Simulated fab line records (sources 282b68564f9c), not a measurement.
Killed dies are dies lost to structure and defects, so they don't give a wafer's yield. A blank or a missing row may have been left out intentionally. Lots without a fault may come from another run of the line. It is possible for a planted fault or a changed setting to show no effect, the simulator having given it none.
fab line records ; flow rit-cmos
record: lots: 15; wafers: 45; last-day: 7
route steps=202 shown ACTIVE@5 NWELL@30 REOX@102 M1@199
lots untouched by any fault: they come from a run of this same line in which no faults occurred
start-h: the number of hours between the record's first day and the start of the first shown wafer of the lot ; wait-h: time in hours since the lot's previous step ; " unchanged from the row above ; L1.1+2: several wafers, shown together as one row ; - no value present, or no start provided ; * or withheld: withheld ; < > ~ a bound
route shown NAME@n: a module of which the file shows steps, and the number in the route of the first ; usual: mean/standard deviation of fault-free wafers ; same: alike in all rows ; chamber/n: place in a boat ; sites: per-site readings ; _std_site: their standard deviation ; _edge_site: mean of outer sites minus mean of inner sites ; radius-mm: for every site, how far away it sits from the centre of the wafer ; mask NAME#n: copy n ; behind: the last tool/chamber to shape the wafer ; hold: what put the lot on hold/how long, in hours/how the hold closed ; device: the n, p or np transistor that did not switch ; end of line: at the end of the route, the tests of the same wafers ; where a step has no rows: the recipe by itself ; killed: at the first sort, the dies lost to defects and structure; wafer yield is something else ; map: the dies of a wafer, with x for killed, . for not killed, _ for no die there
set.NAME: the setting the step ran with; set.NAME@STEP: the setting that earlier step ran with ; model.NAME: the simulator's own value behind a step, which no gauge read
one table for each step of the route and one row for each wafer, over a sample of lots
== steps ==
step: RIT_ACTIVE_THK_MEAS_04
recipe: reads: Si3N4_of_ACTIVE_CVD_03
usual: ACTIVE_NITRIDE_THK: 149.6/1.5
lot.wafer;tool;chamber;start-h;wait-h;ACTIVE_NITRIDE_THK[nm]
L125.1;film-metro-01;-;14.39;0.0;149.3
L125.3;film-metro-01;-;14.39;0.0;149.9
L125.6;film-metro-01;-;14.39;0.0;149.2
L126.1;film-metro-04;-;23.78;0.0;151.5
L126.2;film-metro-04;-;23.78;0.0;151.1
L126.6;film-metro-04;-;23.78;0.0;150.9
L127.2;film-metro-01;-;25.92;0.0;149.6
L127.3;film-metro-01;-;25.92;0.0;148.8
L127.4;film-metro-01;-;25.92;0.0;148.7
L128.1;film-metro-03;-;28.53;0.0;149.0
L128.3;film-metro-03;-;28.53;0.0;150.0
L128.4;film-metro-03;-;28.53;0.0;148.0
L129.1;film-metro-03;-;33.53;0.0;148.3
L129.3;film-metro-03;-;33.53;0.0;146.9
L129.4;film-metro-03;-;33.53;0.0;147.4
L132.1;film-metro-01;-;48.94;0.0;149.2
L132.5;film-metro-01;-;48.94;0.0;148.9
L132.6;film-metro-01;-;48.94;0.0;147.6
L137.1;film-metro-01;-;73.53;0.0;152.9
L137.5;film-metro-01;-;73.53;0.0;152.3
L137.6;film-metro-01;-;73.53;0.0;151.6
L138.2;film-metro-03;-;78.54;0.0;151.2
L138.4;film-metro-03;-;78.54;0.0;151.0
L138.5;film-metro-03;-;78.54;0.0;149.8
L139.1;film-metro-01;-;83.53;0.0;151.6
L139.3;film-metro-01;-;83.53;0.0;150.9
L139.6;film-metro-01;-;83.53;0.0;150.6
L140.1;film-metro-03;-;88.53;0.0;151.1
L140.4;film-metro-03;-;88.53;0.0;150.7
L140.6;film-metro-03;-;88.53;0.0;150.1
L141.1;film-metro-03;-;93.53;0.0;146.6
L141.3;film-metro-03;-;93.53;0.0;147.5
L141.6;film-metro-03;-;93.53;0.0;147.9
L143.2;film-metro-01;-;103.54;0.0;149.1
L143.4;film-metro-01;-;103.54;0.0;150.2
L143.5;film-metro-01;-;103.54;0.0;148.4
L145.2;film-metro-03;-;113.97;0.0;149.7
L145.3;film-metro-03;-;113.97;0.0;149.3
L145.5;film-metro-03;-;113.97;0.0;149.3
L146.3;film-metro-04;-;118.82;0.0;147.9
L146.4;film-metro-04;-;118.82;0.0;149.7
L146.6;film-metro-04;-;118.82;0.0;149.6
L148.2;film-metro-03;-;128.54;0.0;151.9
L148.4;film-metro-03;-;128.54;0.0;151.6
L148.6;film-metro-03;-;128.54;0.0;151.0
step: RIT_NWELL_SOFTBAKE_02
recipe: resist: NOVOLAK; temp-c: 90; time-s: 60
usual: chill-plate-temp-C: 22.97/0.11; heater-power-total-W: 34.57/0.05; run-length-s: 89.29/0.17
lot.wafer;tool;chamber;start-h;wait-h;chill-plate-temp-C;heater-power-total-W;run-length-s
L125.1;litho-track-02;0;20.76;0.1;22.88;34.64;89.45
L125.3;litho-track-02;0;20.76;0.1;22.79;34.60;89.32
L125.6;litho-track-02;0;20.76;0.1;22.95;34.49;89.32
L126.1;litho-track-02;0;29.96;0.1;23.13;34.59;89.43
L126.2;litho-track-02;0;29.96;0.1;23.09;34.56;89.59
L126.6;litho-track-02;0;29.96;0.1;23.18;34.59;89.53
L127.2;litho-track-01;0;32.09;0.1;23.09;34.57;89.23
L127.3;litho-track-01;0;32.09;0.1;23.03;34.52;89.34
L127.4;litho-track-01;0;32.09;0.1;23.14;34.55;89.28
L128.1;litho-track-04;0;34.74;0.1;22.87;34.55;89.28
L128.3;litho-track-04;0;34.74;0.1;22.92;34.57;89.14
L128.4;litho-track-04;0;34.74;0.1;23.06;34.51;89.01
L129.1;litho-track-01;0;40.60;0.1;22.95;34.63;89.22
L129.3;litho-track-01;0;40.60;0.1;23.00;34.61;89.25
L129.4;litho-track-01;0;40.60;0.1;22.99;34.47;89.42
L132.1;litho-track-02;0;55.20;0.1;23.01;34.62;89.48
L132.5;litho-track-02;0;55.20;0.1;23.05;34.59;89.47
L132.6;litho-track-02;0;55.20;0.1;23.01;34.60;89.72
L137.1;litho-track-02;0;79.86;0.1;22.90;35.88;82.36
L137.5;litho-track-02;0;79.86;0.1;22.89;35.93;82.32
L137.6;litho-track-02;0;79.86;0.1;22.85;35.89;82.12
L138.2;litho-track-02;0;85.29;0.1;23.12;36.01;82.18
L138.4;litho-track-02;0;85.29;0.1;23.22;35.88;82.13
L138.5;litho-track-02;0;85.29;0.1;23.09;35.86;82.34
L139.1;litho-track-02;0;90.69;0.1;23.06;35.97;82.39
L139.3;litho-track-02;0;90.69;0.1;23.09;35.88;82.19
L139.6;litho-track-02;0;90.69;0.1;23.11;35.98;82.22
L140.1;litho-track-04;0;94.69;0.1;22.78;34.66;89.29
L140.4;litho-track-04;0;94.69;0.1;22.92;34.57;89.14
L140.6;litho-track-04;0;94.69;0.1;22.97;34.52;89.16
L141.1;litho-track-04;0;99.69;0.1;22.91;34.57;89.02
L141.3;litho-track-04;0;99.69;0.1;23.01;34.57;89.10
L141.6;litho-track-04;0;99.69;0.1;22.87;34.62;89.01
L143.2;litho-track-01;0;110.53;0.1;22.91;34.59;89.24
L143.4;litho-track-01;0;110.53;0.1;23.03;34.65;89.19
L143.5;litho-track-01;0;110.53;0.1;23.01;34.57;89.26
L145.2;litho-track-01;0;120.14;0.1;22.91;34.57;89.25
L145.3;litho-track-01;0;120.14;0.1;22.84;34.60;89.38
L145.5;litho-track-01;0;120.14;0.1;23.06;34.56;89.24
L146.3;litho-track-04;0;125.55;0.1;23.25;34.55;89.12
L146.4;litho-track-04;0;125.55;0.1;22.94;34.62;89.16
L146.6;litho-track-04;0;125.55;0.1;23.04;34.57;89.24
L148.2;litho-track-04;0;135.67;0.1;22.92;34.51;89.09
L148.4;litho-track-04;0;135.67;0.1;22.95;34.51;89.38
L148.6;litho-track-04;0;135.67;0.1;22.97;34.59;89.11
step: RIT_REOX_THK_MEAS_04
recipe: reads: SiO2_of_REOX_OXIDATION_03
usual: REOX_OXIDE_THK: 25.2/0.56
lot.wafer;tool;chamber;start-h;wait-h;REOX_OXIDE_THK[nm]
L125.1;film-metro-03;-;40.23;0.0;25.2
L125.3;film-metro-03;-;40.23;0.0;25.2
L125.6;film-metro-03;-;40.23;0.0;25.2
L126.1;film-metro-02;-;49.87;0.0;25.1
L126.2;film-metro-02;-;49.87;0.0;25.2
L126.6;film-metro-02;-;49.87;0.0;25.7
L127.2;film-metro-01;-;52.37;0.0;25.3
L127.3;film-metro-01;-;52.37;0.0;25.0
L127.4;film-metro-01;-;52.37;0.0;24.8
L128.1;film-metro-03;-;56.42;0.0;25.0
L128.3;film-metro-03;-;56.42;0.0;25.0
L128.4;film-metro-03;-;56.42;0.0;24.9
L129.1;film-metro-03;-;60.46;0.0;24.1
L129.3;film-metro-03;-;60.46;0.0;23.7
L129.4;film-metro-03;-;60.46;0.0;24.1
L132.1;film-metro-02;-;75.16;0.0;24.9
L132.5;film-metro-02;-;75.16;0.0;25.1
L132.6;film-metro-02;-;75.16;0.0;25.2
L137.1;film-metro-03;-;99.83;0.0;25.5
L137.5;film-metro-03;-;99.83;0.0;25.1
L137.6;film-metro-03;-;99.83;0.0;25.6
L138.2;film-metro-01;-;107.39;0.0;24.7
L138.4;film-metro-01;-;107.39;0.0;25.0
L138.5;film-metro-01;-;107.39;0.0;24.8
L139.1;film-metro-02;-;112.76;0.0;25.4
L139.3;film-metro-02;-;112.76;0.0;25.6
L139.6;film-metro-02;-;112.76;0.0;25.6
L140.1;film-metro-03;-;115.54;0.0;25.3
L140.4;film-metro-03;-;115.54;0.0;25.3
L140.6;film-metro-03;-;115.54;0.0;25.4
L141.1;film-metro-03;-;121.29;0.0;26.0
L141.3;film-metro-03;-;121.29;0.0;26.2
L141.6;film-metro-03;-;121.29;0.0;26.0
L143.2;film-metro-02;-;130.78;0.0;25.6
L143.4;film-metro-02;-;130.78;0.0;25.3
L143.5;film-metro-02;-;130.78;0.0;25.2
L145.2;film-metro-02;-;140.39;0.0;25.3
L145.3;film-metro-02;-;140.39;0.0;25.1
L145.5;film-metro-02;-;140.39;0.0;25.1
L146.3;film-metro-01;-;146.23;0.0;24.1
L146.4;film-metro-01;-;146.23;0.0;24.4
L146.6;film-metro-01;-;146.23;0.0;24.6
L148.2;film-metro-02;-;155.84;0.0;25.8
L148.4;film-metro-02;-;155.84;0.0;25.7
L148.6;film-metro-02;-;155.84;0.0;25.7
step: RIT_M1_CD_MEAS_90
recipe: target-cd-nm: 2600
usual: cd-nm: 2598.3/2.5
lot.wafer;tool;chamber;start-h;wait-h;cd-nm
L125.1;cd-sem-02;-;55.21;0.1;2599.0
L125.3;cd-sem-02;-;55.21;0.1;2599.9
L125.6;cd-sem-02;-;55.21;0.1;2598.8
L126.1;cd-sem-02;-;64.46;0.1;2597.9
L126.2;cd-sem-02;-;64.46;0.1;2600.5
L126.6;cd-sem-02;-;64.46;0.1;2598.1
L127.2;cd-sem-02;-;67.22;0.1;2600.0
L127.3;cd-sem-02;-;67.22;0.1;2600.8
L127.4;cd-sem-02;-;67.22;0.1;2599.4
L128.1;cd-sem-02;-;70.94;0.1;2597.9
L128.3;cd-sem-02;-;70.94;0.1;2597.8
L128.4;cd-sem-02;-;70.94;0.1;2599.9
L129.1;cd-sem-01;-;74.99;0.1;2598.0
L129.3;cd-sem-01;-;74.99;0.1;2597.2
L129.4;cd-sem-01;-;74.99;0.1;2598.5
L132.1;cd-sem-01;-;90.14;0.1;2595.4
L132.5;cd-sem-01;-;90.14;0.1;2597.5
L132.6;cd-sem-01;-;90.14;0.1;2597.1
L137.1;cd-sem-02;-;114.75;0.1;2603.5
L137.5;cd-sem-02;-;114.75;0.1;2601.8
L137.6;cd-sem-02;-;114.75;0.1;2601.2
L138.2;cd-sem-01;-;122.92;0.1;2595.1
L138.4;cd-sem-01;-;122.92;0.1;2596.7
L138.5;cd-sem-01;-;122.92;0.1;2595.4
L139.1;cd-sem-01;-;127.60;0.1;2594.0
L139.3;cd-sem-01;-;127.60;0.1;2594.3
L139.6;cd-sem-01;-;127.60;0.1;2594.7
L140.1;cd-sem-02;-;130.16;0.1;2597.8
L140.4;cd-sem-02;-;130.16;0.1;2599.8
L140.6;cd-sem-02;-;130.16;0.1;2597.3
L141.1;cd-sem-02;-;136.59;0.1;2595.1
L141.3;cd-sem-02;-;136.59;0.1;2597.6
L141.6;cd-sem-02;-;136.59;0.1;2597.8
L143.2;cd-sem-02;-;145.68;0.1;2602.1
L143.4;cd-sem-02;-;145.68;0.1;2601.4
L143.5;cd-sem-02;-;145.68;0.1;2599.3
L145.2;cd-sem-01;-;156.05;0.1;2597.6
L145.3;cd-sem-01;-;156.05;0.1;2597.0
L145.5;cd-sem-01;-;156.05;0.1;2597.3
L146.3;cd-sem-01;-;161.69;0.1;2598.6
L146.4;cd-sem-01;-;161.69;0.1;2597.9
L146.6;cd-sem-01;-;161.69;0.1;2601.1
L148.2;cd-sem-01;-;170.91;0.1;2597.6
L148.4;cd-sem-01;-;170.91;0.1;2595.9
L148.6;cd-sem-01;-;170.91;0.1;2595.1
step: RIT_M1_PROBE_99
usual: killed-at-contacts: 0.0/0.18; killed-at-front-end: 6/3.1; killed-dies: 6/3.1; killed-on-rim: 1.7/1.5; killed-open: 3.4/1.9; killed-short: 3.1/2
same: gross-dies: 264; killed_at_M0_to_M3: 0; killed_at_M4_up: 0; killed-at-back-side: 0; killed-at-other: 0
lot.wafer;tool;chamber;start-h;wait-h;killed-at-contacts;killed-at-front-end;killed-dies;killed-on-rim;killed-open;killed-short
L125.1;prober-02;-;56.95;0.1;0;8;8;1;6;2
L125.3;prober-02;-;57.05;0.2;0;6;6;2;1;5
L125.6;prober-02;-;57.20;0.2;0;7;7;2;5;2
L126.1;prober-01;-;66.20;0.1;0;8;8;4;2;6
L126.2;prober-01;-;66.25;0.1;0;8;8;2;3;5
L126.6;prober-01;-;66.45;0.2;0;2;2;0;2;0
L127.2;prober-02;-;70.20;0.1;0;3;3;0;2;1
L127.3;prober-02;-;70.25;0.2;0;2;2;0;0;2
L127.4;prober-02;-;70.30;0.2;0;9;9;4;5;4
L128.1;prober-02;-;72.68;0.1;0;5;5;0;5;0
L128.3;prober-02;-;72.78;0.2;0;10;10;4;6;4
L128.4;prober-02;-;72.83;0.2;0;8;8;2;5;3
L129.1;prober-01;-;76.78;0.1;0;3;3;2;2;1
L129.3;prober-01;-;76.88;0.2;0;2;2;0;0;2
L129.4;prober-01;-;76.93;0.2;0;2;2;0;2;0
L132.1;prober-02;-;91.88;0.1;0;5;5;0;3;2
L132.5;prober-02;-;92.08;0.2;0;8;8;3;4;4
L132.6;prober-02;-;92.13;0.2;0;6;6;3;2;4
L137.1;prober-01;-;116.50;0.1;0;10;10;4;6;4
L137.5;prober-01;-;116.70;0.2;0;9;9;3;3;6
L137.6;prober-01;-;116.75;0.2;0;8;8;1;3;5
L138.2;prober-02;-;124.69;0.1;0;11;11;3;5;6
L138.4;prober-02;-;124.79;0.2;0;6;6;2;4;2
L138.5;prober-02;-;124.84;0.2;0;5;5;2;3;2
L139.1;prober-01;-;129.34;0.1;0;10;10;4;5;5
L139.3;prober-01;-;129.44;0.2;0;12;12;2;7;5
L139.6;prober-01;-;129.59;0.2;0;12;12;2;8;4
L140.1;prober-02;-;131.90;0.1;1;5;6;2;4;2
L140.4;prober-02;-;132.05;0.2;0;5;5;4;3;2
L140.6;prober-02;-;132.15;0.2;0;5;5;0;2;3
L141.1;prober-01;-;138.33;0.1;0;5;5;2;4;1
L141.3;prober-01;-;138.43;0.2;0;6;6;2;4;2
L141.6;prober-01;-;138.58;0.2;0;6;6;1;4;2
L143.2;prober-01;-;147.88;0.1;0;6;6;2;3;3
L143.4;prober-01;-;147.98;0.2;0;11;11;5;6;5
L143.5;prober-01;-;148.03;0.2;0;4;4;1;3;1
L145.2;prober-01;-;157.82;0.1;0;2;2;0;1;1
L145.3;prober-01;-;157.87;0.2;0;7;7;3;2;5
L145.5;prober-01;-;157.97;0.2;0;7;7;3;2;5
L146.3;prober-02;-;163.49;0.2;0;6;6;0;0;6
L146.4;prober-02;-;163.54;0.2;0;5;5;2;3;2
L146.6;prober-02;-;163.64;0.2;0;5;5;3;4;1
L148.2;prober-02;-;172.68;0.1;0;0;0;0;0;0
L148.4;prober-02;-;172.78;0.2;0;3;3;1;1;2
L148.6;prober-02;-;172.88;0.2;0;4;4;1;2;2
killed by level:class
L125.1 GATE:geometric-particle:open=3 FOX1:geometric-particle:open=2 GATE:geometric-particle:short=1 REOX:geometric-particle:short=1 SILICIDE:geometric-particle:open=1
L125.3 SILICIDE:geometric-particle:short=2 FOX1:geometric-particle:short=1 GATE:geometric-particle:open=1 GATE:geometric-particle:short=1 REOX:geometric-particle:short=1
L125.6 GATE:geometric-particle:open=5 FOX1:geometric-particle:short=1 GATE:geometric-particle:short=1
L126.1 FOX1:geometric-particle:short=2 GATE:geometric-particle:open=2 GATE:geometric-particle:short=2 REOX:geometric-particle:short=1 SPACER:geometric-particle:short=1
L126.2 GATE:geometric-particle:short=2 FOX2:geometric-particle:short=1 GATE:geometric-particle:open=1 REOX:geometric-particle:open=1 REOX:geometric-particle:short=1 SPACER:geometric-particle:open=1 SILICIDE:geometric-particle:short=1
L126.6 GATE:geometric-particle:open=2
L127.2 GATE:geometric-particle:open=1 REOX:geometric-particle:short=1 SILICIDE:geometric-particle:open=1
L127.3 GATE:geometric-particle:short=1 REOX:geometric-particle:short=1
L127.4 FOX2:geometric-particle:open=3 GATE:geometric-particle:short=1 REOX:geometric-particle:open=1 REOX:geometric-particle:short=1 SPACER:geometric-particle:short=1 SILICIDE:geometric-particle:open=1 SILICIDE:geometric-particle:short=1
L128.1 GATE:geometric-particle:open=3 SPACER:geometric-particle:open=1 SILICIDE:geometric-particle:open=1
L128.3 GATE:geometric-particle:open=5 FOX1:geometric-particle:short=1 FOX2:geometric-particle:short=1 GATE:geometric-particle:short=1 REOX:geometric-particle:short=1 SILICIDE:geometric-particle:open=1
L128.4 GATE:geometric-particle:open=2 FOX1:geometric-particle:open=1 GATE:geometric-particle:short=1 SPACER:geometric-particle:open=1 SPACER:geometric-particle:short=1 SILICIDE:geometric-particle:short=1 SILICIDE:geometric-particle:open=1
L129.1 GATE:geometric-particle:open=1 GATE:geometric-particle:short=1 SILICIDE:geometric-particle:open=1
L129.3 FOX1:geometric-particle:short=1 SILICIDE:geometric-particle:short=1
L129.4 REOX:geometric-particle:open=2
L132.1 GATE:geometric-particle:open=2 FOX2:geometric-particle:short=1 GATE:geometric-particle:short=1 REOX:geometric-particle:open=1
L132.5 GATE:geometric-particle:short=3 GATE:geometric-particle:open=2 REOX:geometric-particle:open=2 REOX:geometric-particle:short=1
L132.6 FOX1:geometric-particle:open=1 GATE:geometric-particle:short=1 REOX:geometric-particle:short=1 REOX:geometric-particle:open=1 SPACER:geometric-particle:short=1 SILICIDE:geometric-particle:short=1
L137.1 FOX1:geometric-particle:short=2 FOX1:geometric-particle:open=2 GATE:geometric-particle:short=2 FOX2:geometric-particle:open=1 GATE:geometric-particle:open=1 REOX:geometric-particle:open=1 SPACER:geometric-particle:open=1
L137.5 GATE:geometric-particle:short=3 SPACER:geometric-particle:open=3 FOX1:geometric-particle:short=1 FOX2:geometric-particle:short=1 REOX:geometric-particle:short=1
L137.6 GATE:geometric-particle:short=2 SPACER:geometric-particle:short=2 FOX1:geometric-particle:open=1 FOX1:geometric-particle:short=1 SPACER:geometric-particle:open=1 SILICIDE:geometric-particle:open=1
L138.2 GATE:geometric-particle:short=3 GATE:geometric-particle:open=2 SILICIDE:geometric-particle:open=2 FOX2:geometric-particle:open=1 FOX2:geometric-particle:short=1 SPACER:geometric-particle:short=1 SILICIDE:geometric-particle:short=1
L138.4 GATE:geometric-particle:open=3 GATE:geometric-particle:short=2 FOX2:geometric-particle:open=1
L138.5 GATE:geometric-particle:open=2 FOX2:geometric-particle:short=1 REOX:geometric-particle:open=1 SPACER:geometric-particle:short=1
L139.1 SPACER:geometric-particle:open=3 GATE:geometric-particle:short=2 REOX:geometric-particle:short=2 FOX2:geometric-particle:open=1 GATE:geometric-particle:open=1 SPACER:geometric-particle:short=1
L139.3 GATE:geometric-particle:short=2 GATE:geometric-particle:open=2 REOX:geometric-particle:open=2 SPACER:geometric-particle:short=2 FOX2:geometric-particle:open=1 REOX:geometric-particle:short=1 SPACER:geometric-particle:open=1 SILICIDE:geometric-particle:open=1
L139.6 REOX:geometric-particle:open=6 REOX:geometric-particle:short=2 SILICIDE:geometric-particle:open=2 GATE:geometric-particle:short=1 SPACER:geometric-particle:short=1
L140.1 FOX1:geometric-particle:short=2 GATE:geometric-particle:open=2 REOX:geometric-particle:open=1 CONTACT:geometric-particle:open=1
L140.4 SPACER:geometric-particle:open=2 FOX2:geometric-particle:short=1 GATE:geometric-particle:open=1 SPACER:geometric-particle:short=1
L140.6 FOX1:geometric-particle:short=1 FOX1:geometric-particle:open=1 FOX2:geometric-particle:short=1 GATE:geometric-particle:short=1 SPACER:geometric-particle:open=1
L141.1 GATE:geometric-particle:open=1 REOX:geometric-particle:open=1 SPACER:geometric-particle:open=1 SILICIDE:geometric-particle:open=1 SILICIDE:geometric-particle:short=1
L141.3 SILICIDE:geometric-particle:open=2 FOX2:geometric-particle:open=1 GATE:geometric-particle:open=1 GATE:geometric-particle:short=1 REOX:geometric-particle:short=1
L141.6 SPACER:geometric-particle:open=2 FOX1:geometric-particle:open=1 GATE:geometric-particle:open=1 REOX:geometric-particle:short=1 SILICIDE:geometric-particle:short=1
L143.2 REOX:geometric-particle:short=2 FOX1:geometric-particle:open=1 GATE:geometric-particle:open=1 SPACER:geometric-particle:open=1 SILICIDE:geometric-particle:short=1
L143.4 GATE:geometric-particle:open=3 GATE:geometric-particle:short=2 FOX1:geometric-particle:short=1 FOX1:geometric-particle:open=1 REOX:geometric-particle:short=1 SPACER:geometric-particle:open=1 SILICIDE:geometric-particle:short=1 SILICIDE:geometric-particle:open=1
L143.5 REOX:geometric-particle:open=1 SPACER:geometric-particle:short=1 SPACER:geometric-particle:open=1 SILICIDE:geometric-particle:open=1
L145.2 GATE:geometric-particle:open=1 SILICIDE:geometric-particle:short=1
L145.3 GATE:geometric-particle:short=3 FOX1:geometric-particle:short=1 FOX2:geometric-particle:open=1 GATE:geometric-particle:open=1 REOX:geometric-particle:short=1
L145.5 GATE:geometric-particle:short=4 FOX1:geometric-particle:open=1 FOX2:geometric-particle:open=1 SPACER:geometric-particle:short=1
L146.3 SPACER:geometric-particle:short=4 FOX1:geometric-particle:short=1 GATE:geometric-particle:short=1
L146.4 GATE:geometric-particle:open=3 GATE:geometric-particle:short=1 SILICIDE:geometric-particle:short=1
L146.6 GATE:geometric-particle:open=3 SPACER:geometric-particle:open=1 SPACER:geometric-particle:short=1
L148.4 GATE:geometric-particle:short=2 REOX:geometric-particle:open=1
L148.6 GATE:geometric-particle:short=1 GATE:geometric-particle:open=1 REOX:geometric-particle:open=1 REOX:geometric-particle:short=1
== key ==
first-sign: step: RIT_NWELL_SOFTBAKE_02; reading: run-length-s; direction: down; sigmas: 40; usual: *; struck: *
effect: step: RIT_NWELL_SOFTBAKE_02; reading: heater-power-total-W; direction: up; sigmas: 27; usual: 34.57; struck: 35.92
met-at RIT_NWELL_SOFTBAKE_02
struck-lots L137,L138,L139
tester-left-out L137,L138,L139
not-acting-at RIT_ACTIVE_THK_MEAS_04,RIT_REOX_THK_MEAS_04,RIT_M1_CD_MEAS_90
onset-between 55.20 79.86
fault: kind: process-parameter-drift; tool: litho-track-02; chamber: -; onset-h: 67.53; steps: RIT_NWELL_SOFTBAKE_02; channel: time-s; offset: *; shape: step; end-h: 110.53; acts-in: *; stated: *
tester-left-out: of these lots the tester's yield and bins aren't shown, on N5 and GAA mostly nor the transistor test; their killed dies are dies lost to structure and defects alone, not to doping, threshold or leakage, so they don't give the yield
